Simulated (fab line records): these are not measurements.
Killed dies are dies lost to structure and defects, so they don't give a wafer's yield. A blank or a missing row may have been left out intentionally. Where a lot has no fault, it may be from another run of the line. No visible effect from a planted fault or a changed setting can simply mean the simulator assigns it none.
fab line records ; flow berkeleyCmos170
[record] lots = 5; wafers = 15; lastDay = 14
route steps=331 shown PLDD@152 NLDD@158
lots with no fault: from the same line, run without faults
startH: start of the lot's first displayed wafer, in hours after the record's first day ; waitH: hours elapsed since this lot's preceding step ; " unchanged from the row above ; L1.1+2: a single row standing in for several wafers ; - no value, or no start was given ; * or withheld: withheld ; < > ~ a bound
route shown NAME@n: names a module that has steps shown in the file, with the first one's number in the route ; usual: the fault-free wafers' mean and standard deviation ; same: alike in all rows ; chamber/n: place in a boat ; sites: per-site readings ; _std_site: standard deviation of those values ; _edge_site: inner sites' mean taken away from outer sites' mean ; radiusMm: for every site, how far away it sits from the centre of the wafer ; mask NAME#n: copy n ; behind: the tool/chamber that last shaped the wafer ; hold: what put the lot on hold/how long, in hours/how the hold closed ; device: the n, p or np transistor that did not switch ; end of line: tests of these same wafers at the route's end ; for a step that has no rows: nothing shown but its recipe ; killed: at the first sort, the dies lost to defects and structure; wafer yield is something else ; map: shows each die of a wafer: x if killed, . if not, _ if none is there
set.NAME: the run value of the setting; set.NAME@STEP: its run value at that earlier step ; model.NAME: the simulator's own value behind a step, which no gauge read
lots at some steps of the route; a table a step, a row a wafer
services: from which hour (startH, from the record's first day; less than 0 if before it) a tool's chamber was out of use, for how many hours, and why
[[steps]]
[step UCB170_PLDD_OVL_MEAS_07]
[usual] PLDD_OVL = 1/5.6
lot.wafer;tool;chamber;startH;waitH;PLDD_OVL[nm]
L077.2;overlay-02;-;175.51;0.1;1
L077.4;overlay-02;-;175.51;0.1;1
L077.5;overlay-02;-;175.51;0.1;2
L082.1;overlay-02;-;190.28;0.1;4
L082.2;overlay-02;-;190.28;0.1;-2
L082.6;overlay-02;-;190.28;0.1;-3
L083.2;overlay-02;-;198.91;0.1;-4
L083.3;overlay-02;-;198.91;0.1;3
L083.5;overlay-02;-;198.91;0.1;4
L089.1;overlay-01;-;227.19;0.1;3
L089.3;overlay-01;-;227.19;0.1;4
L089.5;overlay-01;-;227.19;0.1;4
L096.2;overlay-01;-;293.88;0.1;10
L096.3;overlay-01;-;293.88;0.1;4
L096.6;overlay-01;-;293.88;0.1;5
[step UCB170_PLDD_IMPLANT_08]
[recipe] species = BF2; doseCm2 = 5e+13; energyKev = 10; tiltDeg = 7; rotationDeg = 0
[usual] tiltDeg = 7.001/0.018
lot.wafer;tool;chamber;startH;waitH;tiltDeg
L077.2;implanter-04;0;175.56;0.0;7.008
L077.4;implanter-04;0;175.56;0.0;6.985
L077.5;implanter-04;0;175.56;0.0;7.004
L082.1;implanter-02;0;190.32;0.0;6.972
L082.2;implanter-02;0;190.32;0.0;6.976
L082.6;implanter-02;0;190.32;0.0;6.980
L083.2;implanter-02;0;198.96;0.0;6.991
L083.3;implanter-02;0;198.96;0.0;7.009
L083.5;implanter-02;0;198.96;0.0;7.025
L089.1;implanter-02;0;227.23;0.0;7.022
L089.3;implanter-02;0;227.23;0.0;6.992
L089.5;implanter-02;0;227.23;0.0;7.013
L096.2;implanter-04;0;293.93;0.0;6.993
L096.3;implanter-04;0;293.93;0.0;6.988
L096.6;implanter-04;0;293.93;0.0;6.990
[step UCB170_PLDD_IMPLANT_09]
[recipe] species = BF2; doseCm2 = 5e+13; energyKev = 10; tiltDeg = 7; rotationDeg = 180
[usual] tiltDeg = 7.005/0.021
lot.wafer;tool;chamber;startH;waitH;tiltDeg
L077.2;implanter-04;0;175.71;0.1;7.009
L077.4;implanter-04;0;175.71;0.1;7.023
L077.5;implanter-04;0;175.71;0.1;7.011
L082.1;implanter-02;0;190.47;0.1;7.009
L082.2;implanter-02;0;190.47;0.1;6.995
L082.6;implanter-02;0;190.47;0.1;7.013
L083.2;implanter-02;0;199.11;0.1;6.996
L083.3;implanter-02;0;199.11;0.1;6.991
L083.5;implanter-02;0;199.11;0.1;7.017
L089.1;implanter-02;0;227.38;0.1;7.005
L089.3;implanter-02;0;227.38;0.1;7.030
L089.5;implanter-02;0;227.38;0.1;7.003
L096.2;implanter-04;0;294.08;0.1;7.007
L096.3;implanter-04;0;294.08;0.1;6.988
L096.6;implanter-04;0;294.08;0.1;7.017
[step UCB170_PLDD_STRIP_10]
[recipe] chemistry = O2; powerW = 400; pressureMtorr = 3500; platenTempC = withheld; o2FlowSccm = 400; overashFraction = 0.5
[usual] drypumpMotorCurrentA = 5.8/0.61; oesProductAu = 0.735/0.0046; stripTimeToEndpointS = 21.64/0.057
lot.wafer;tool;chamber;startH;waitH;drypumpMotorCurrentA;oesProductAu;rfHoursCounterH;stripTimeToEndpointS
L077.2;plasmaAsher-03;0;175.84;0.1;5.0;0.735;45;21.72
L077.4;plasmaAsher-03;0;175.84;0.1;5.0;0.741;-;21.67
L077.5;plasmaAsher-03;0;175.84;0.1;5.0;0.734;-;21.66
L082.1;plasmaAsher-02;0;190.62;0.1;6.5;0.735;6;21.71
L082.2;plasmaAsher-02;1;190.62;0.1;5.5;0.730;6;21.70
L082.6;plasmaAsher-02;0;190.62;0.1;6.6;0.733;-;21.67
L083.2;plasmaAsher-04;0;199.24;0.1;5.4;0.734;48;21.52
L083.3;plasmaAsher-04;0;199.24;0.1;5.4;0.737;-;21.55
L083.5;plasmaAsher-04;0;199.24;0.1;5.4;0.737;-;21.58
L089.1;plasmaAsher-03;0;227.53;0.1;5.0;0.741;51;21.69
L089.3;plasmaAsher-03;1;227.53;0.1;6.5;0.735;-;21.63
L089.5;plasmaAsher-03;1;227.53;0.1;6.6;0.730;-;21.67
L096.2;plasmaAsher-04;0;294.21;0.1;5.4;0.733;58;21.72
L096.3;plasmaAsher-04;0;294.21;0.1;5.4;0.738;-;21.69
L096.6;plasmaAsher-04;0;294.21;0.1;5.4;0.729;-;21.63
[step UCB170_PLDD_TW_MEAS_11]
[usual] PLDD_TW = 1005/12
lot.wafer;tool;chamber;startH;waitH;PLDD_TW
L077.2;filmMetro-03;-;175.95;0.1;1022
L077.4;filmMetro-03;-;175.95;0.1;1013
L077.5;filmMetro-03;-;175.95;0.1;1011
L082.1;filmMetro-02;-;190.72;0.1;991
L082.2;filmMetro-02;-;190.72;0.1;995
L082.6;filmMetro-02;-;190.72;0.1;991
L083.2;filmMetro-04;-;199.35;0.1;1008
L083.3;filmMetro-04;-;199.35;0.1;1004
L083.5;filmMetro-04;-;199.35;0.1;1008
L089.1;filmMetro-03;-;227.63;0.1;1012
L089.3;filmMetro-03;-;227.63;0.1;1014
L089.5;filmMetro-03;-;227.63;0.1;1015
L096.2;filmMetro-02;-;294.32;0.1;1000
L096.3;filmMetro-02;-;294.32;0.1;999
L096.6;filmMetro-02;-;294.32;0.1;996
[step UCB170_PLDD_CLEAN_12]
[recipe] chemistry = SPM; tempC = 120; timeS = 600
[usual] tempC = 120.01/0.14
lot.wafer;tool;chamber;startH;waitH;tempC
L077.2;wetBench-03;2;176.00;0.0;119.78
L077.4;wetBench-03;2;176.00;0.0;119.75
L077.5;wetBench-03;2;176.00;0.0;119.82
L082.1;wetBench-03;3;190.78;0.1;120.20
L082.2;wetBench-03;3;190.78;0.1;120.31
L082.6;wetBench-03;3;190.78;0.1;120.00
L083.2;wetBench-03;1;199.40;0.0;119.85
L083.3;wetBench-03;1;199.40;0.0;119.79
L083.5;wetBench-03;1;199.40;0.0;119.67
L089.1;wetBench-03;3;227.69;0.1;120.22
L089.3;wetBench-03;3;227.69;0.1;120.20
L089.5;wetBench-03;3;227.69;0.1;120.22
L096.2;wetBench-03;2;296.98;2.7;120.01
L096.3;wetBench-03;2;296.98;2.7;119.97
L096.6;wetBench-03;2;296.98;2.7;119.99
[step UCB170_NLDD_HMDS_00]
[recipe] primeTimeS = 60; primeTempC = 100
lot.wafer;tool;chamber;startH;waitH
L077.2+4+5;lithoTrack-01;0;176.56;0.4
L082.1+2+6;lithoTrack-01;0;191.13;0.2
L083.2+3+5;lithoTrack-01;0;199.60;0.0
L089.1+3+5;lithoTrack-01;0;228.04;0.2
L096.2+3+6;lithoTrack-03;0;297.20;0.0
[step UCB170_NLDD_COAT_01]
[recipe] resist = KrF; spinRpm = 1500; resistThkNm = 900
lot.wafer;tool;chamber;startH;waitH
L077.2+4+5;lithoTrack-01;0;176.71;0.1
L082.1+2+6;lithoTrack-01;0;191.28;0.1
L083.2+3+5;lithoTrack-01;0;199.75;0.1
L089.1+3+5;lithoTrack-01;0;228.19;0.1
L096.2+3+6;lithoTrack-03;0;297.35;0.1
[step UCB170_NLDD_SOFTBAKE_02]
[recipe] resist = KrF; tempC = 130; timeS = 60
[usual] plateTempC = 130.00/0.15
lot.wafer;tool;chamber;startH;waitH;plateTempC
L077.2;lithoTrack-01;0;176.86;0.1;130.15
L077.4;lithoTrack-01;0;176.86;0.1;129.73
L077.5;lithoTrack-01;0;176.86;0.1;130.09
L082.1;lithoTrack-01;0;191.43;0.1;129.85
L082.2;lithoTrack-01;0;191.43;0.1;130.06
L082.6;lithoTrack-01;0;191.43;0.1;129.95
L083.2;lithoTrack-01;0;199.90;0.1;129.58
L083.3;lithoTrack-01;0;199.90;0.1;129.90
L083.5;lithoTrack-01;0;199.90;0.1;129.92
L089.1;lithoTrack-01;0;228.34;0.1;130.08
L089.3;lithoTrack-01;0;228.34;0.1;130.13
L089.5;lithoTrack-01;0;228.34;0.1;130.09
L096.2;lithoTrack-03;0;297.50;0.1;129.94
L096.3;lithoTrack-03;0;297.50;0.1;129.97
L096.6;lithoTrack-03;0;297.50;0.1;129.99
[step UCB170_NLDD_EXPOSE_03]
[recipe] maskId = NSELECT; na = 0.5; sigmaOuter = 0.6; sourceShape = conventional; targetCdNm = 1200; doseMj = 30.71
[same] na = 0.5
lot.wafer;tool;chamber;startH;waitH;mask
L077.2+4+5;krfScanner-02;0;177.00;0.1;NSELECT#0
L082.1+2+6;krfScanner-02;0;191.58;0.1;NSELECT#0
L083.2+3+5;krfScanner-02;0;200.18;0.3;NSELECT#0
L089.1+3+5;krfScanner-02;0;228.58;0.2;NSELECT#0
L096.2+3+6;krfScanner-02;0;298.13;0.6;NSELECT#0
[step UCB170_NLDD_PEB_04]
[recipe] pebTempC = 130; pebTimeS = withheld; resist = KrF
[usual] plateTempC = 130.01/0.14
lot.wafer;tool;chamber;startH;waitH;plateTempC
L077.2;lithoTrack-04;0;177.45;0.4;129.81
L077.4;lithoTrack-04;0;177.45;0.4;129.88
L077.5;lithoTrack-04;0;177.45;0.4;129.83
L082.1;lithoTrack-04;0;191.70;0.1;129.83
L082.2;lithoTrack-04;0;191.70;0.1;129.91
L082.6;lithoTrack-04;0;191.70;0.1;129.84
L083.2;lithoTrack-03;0;200.31;0.1;130.10
L083.3;lithoTrack-03;0;200.31;0.1;130.23
L083.5;lithoTrack-03;0;200.31;0.1;130.24
L089.1;lithoTrack-01;0;228.76;0.2;130.06
L089.3;lithoTrack-01;0;228.76;0.2;130.03
L089.5;lithoTrack-01;0;228.76;0.2;130.04
L096.2;lithoTrack-04;0;298.25;0.1;129.90
L096.3;lithoTrack-04;0;298.25;0.1;129.78
L096.6;lithoTrack-04;0;298.25;0.1;129.85
[step UCB170_NLDD_DEVELOP_05]
[recipe] developer = TMAH; developTimeS = 45; resist = KrF; devTempC = 21
lot.wafer;tool;chamber;startH;waitH
L077.2+4+5;lithoTrack-04;0;-;-
L082.1+2+6;lithoTrack-04;0;-;-
L083.2+3+5;lithoTrack-03;0;-;-
L089.1+3+5;lithoTrack-01;0;-;-
L096.2+3+6;lithoTrack-04;0;-;-
[step UCB170_NLDD_CD_MEAS_06]
[recipe] targetCdNm = 1200
[usual] cdNm = 1200.5/1.4
lot.wafer;tool;chamber;startH;waitH;cdNm
L077.2;cdSem-02;-;177.72;-;1198.3
L077.4;cdSem-02;-;177.72;-;1197.8
L077.5;cdSem-02;-;177.72;-;1197.5
L082.1;cdSem-02;-;191.97;-;1201.0
L082.2;cdSem-02;-;191.97;-;1200.8
L082.6;cdSem-02;-;191.97;-;1201.3
L083.2;cdSem-02;-;200.58;-;1201.9
L083.3;cdSem-02;-;200.58;-;1202.4
L083.5;cdSem-02;-;200.58;-;1201.1
L089.1;cdSem-02;-;229.04;-;1201.1
L089.3;cdSem-02;-;229.04;-;1202.3
L089.5;cdSem-02;-;229.04;-;1200.3
L096.2;cdSem-02;-;298.52;-;1196.6
L096.3;cdSem-02;-;298.52;-;1199.8
L096.6;cdSem-02;-;298.52;-;1198.5
[step UCB170_NLDD_OVL_MEAS_07]
[usual] NLDD_OVL = -3/5.3
lot.wafer;tool;chamber;startH;waitH;NLDD_OVL[nm]
L077.2;overlay-02;-;177.83;0.1;-1
L077.4;overlay-02;-;177.83;0.1;5
L077.5;overlay-02;-;177.83;0.1;6
L082.1;overlay-02;-;192.09;0.1;-3
L082.2;overlay-02;-;192.09;0.1;0
L082.6;overlay-02;-;192.09;0.1;5
L083.2;overlay-01;-;200.68;0.1;-7
L083.3;overlay-01;-;200.68;0.1;-1
L083.5;overlay-01;-;200.68;0.1;-6
L089.1;overlay-01;-;229.16;0.1;-5
L089.3;overlay-01;-;229.16;0.1;-8
L089.5;overlay-01;-;229.16;0.1;-8
L096.2;overlay-02;-;298.63;0.1;6
L096.3;overlay-02;-;298.63;0.1;-1
L096.6;overlay-02;-;298.63;0.1;-1
[step UCB170_NLDD_IMPLANT_08]
[recipe] species = As; doseCm2 = 5e+13; energyKev = 30; tiltDeg = 7; rotationDeg = 0
[usual] tiltDeg = 7.002/0.018
lot.wafer;tool;chamber;startH;waitH;tiltDeg
L077.2;implanter-04;0;177.88;0.0;6.994
L077.4;implanter-04;0;177.88;0.0;6.969
L077.5;implanter-04;0;177.88;0.0;6.990
L082.1;implanter-04;0;192.13;0.0;6.987
L082.2;implanter-04;0;192.13;0.0;6.986
L082.6;implanter-04;0;192.13;0.0;6.993
L083.2;implanter-02;0;200.74;0.0;7.012
L083.3;implanter-02;0;200.74;0.0;7.032
L083.5;implanter-02;0;200.74;0.0;7.031
L089.1;implanter-01;0;229.20;0.0;7.018
L089.3;implanter-01;0;229.20;0.0;6.991
L089.5;implanter-01;0;229.20;0.0;6.997
L096.2;implanter-04;0;298.68;0.0;6.995
L096.3;implanter-04;0;298.68;0.0;6.990
L096.6;implanter-04;0;298.68;0.0;7.009
[[services]]
tool;chamber;startH;hours;kind
krfScanner-02;-;198.41;1.3;pm
implanter-04;-;202.12;4.1;repair
krfScanner-02;0;207.05;-;calibration
implanter-02;-;212.20;3.1;pm
krfScanner-02;-;241.08;1.0;pm
implanter-02;-;276.73;0.9;repair
implanter-01;-;288.54;1.5;repair
[[key]]
fault none
